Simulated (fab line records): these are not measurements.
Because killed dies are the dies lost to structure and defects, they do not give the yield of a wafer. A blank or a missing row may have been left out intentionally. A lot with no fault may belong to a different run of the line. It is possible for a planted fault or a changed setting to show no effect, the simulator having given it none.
One fault through the eyes of 2 desks ; flow rit cmos ; what lay behind the numbers comes last; until then each desk has only its own

== AT THE METROLOGY DESK ==
Lot by lot, what the gauges showed, no matter which tool ran the lot: averages of those sampled wafers that carry a number. A lot is out of limits, marked OUT, if its mean lies more than 4 standard deviations from the usual mean; the brackets give that distance.
Columns: A = GATE_OXIDE_THK at RIT_GATE_THK_MEAS_07, usual 3.04 nm; B = GATE_POLY_THK at RIT_GATE_THK_MEAS_09, usual 247.9 nm; C = cd nm at RIT_GATE_CD_MEAS_16, usual 151.5 nm; D = GATE_OVL at RIT_GATE_OVL_MEAS_17, usual 0.5 nm
lot;first seen here;A;B;C;D
L863;day 4 10:50;2.95;248.3;154.2;0.6
L865;day 4 20:19;2.97;247.9;157.0;2.1
L866;day 5 02:53;3.01;249.6;155.2;-1.5
L867;day 5 07:02;3.04;245.0;151.5;2.2
L870;day 5 18:00;3.16;248.1;147.3;-1.5
L876;day 7 00:08;3.06;246.0;153.5;0.1
This desk found nothing out of limits on any of the 6 lots.

== AT THE TOOL OWNER'S DESK: rie si-01 ==
The tool's own readings at RIT_GATE_ETCH_19 (etches poly-Si in SF6/CHF3/O2, stops on SiO2, time 165 s, target depth 312.5 nm): means of the sampled wafers that have a number, for each lot that ran on this tool. A lot is out of limits, marked OUT, if its mean lies more than 4 standard deviations from the usual mean; the brackets give that distance.
Columns: A = CHF3_flow_sccm at RIT_GATE_ETCH_19, usual 30.01 sccm; B = drypump motor current A at RIT_GATE_ETCH_19, usual 5.4 A; C = oes product au at RIT_GATE_ETCH_19, usual 0.837 a.u.; D = run length s at RIT_GATE_ETCH_19, usual 193.2 s; E = throttle valve pct at RIT_GATE_ETCH_19, usual 10.21 %
lot;first seen here;A;B;C;D;E
L863;day 4 14:10;30.08;5.2;0.699 (-11) OUT;239.3 (+99 or more) OUT;10.29
L865;day 4 23:12;29.98;5.0;0.695 (-11) OUT;239.7 (+99 or more) OUT;10.29
This desk's finding: out of limits on L863, L865; first on L863, day 4 14:10 (oes product au at RIT_GATE_ETCH_19). In limits: none.

== PUT TOGETHER ==
On L863, L865, at day 4 14:10, an alarm was possible from the tool owner's desk.
Nothing out of limits was seen by the metrology desk.
The metrology desk holds a record of L863, L865, inside its limits.
Every lot named ran RIT_GATE_ETCH_19 on rie si-01.

== WHAT THE SIMULATOR HAD PUT IN ==
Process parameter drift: rie si-01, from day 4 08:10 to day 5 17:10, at RIT_GATE_ETCH_19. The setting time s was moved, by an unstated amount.
Struck lots among those shown: L863, L865.
Hours from the fault's start to each desk's first reading out of limits: the tool owner's desk, 6.
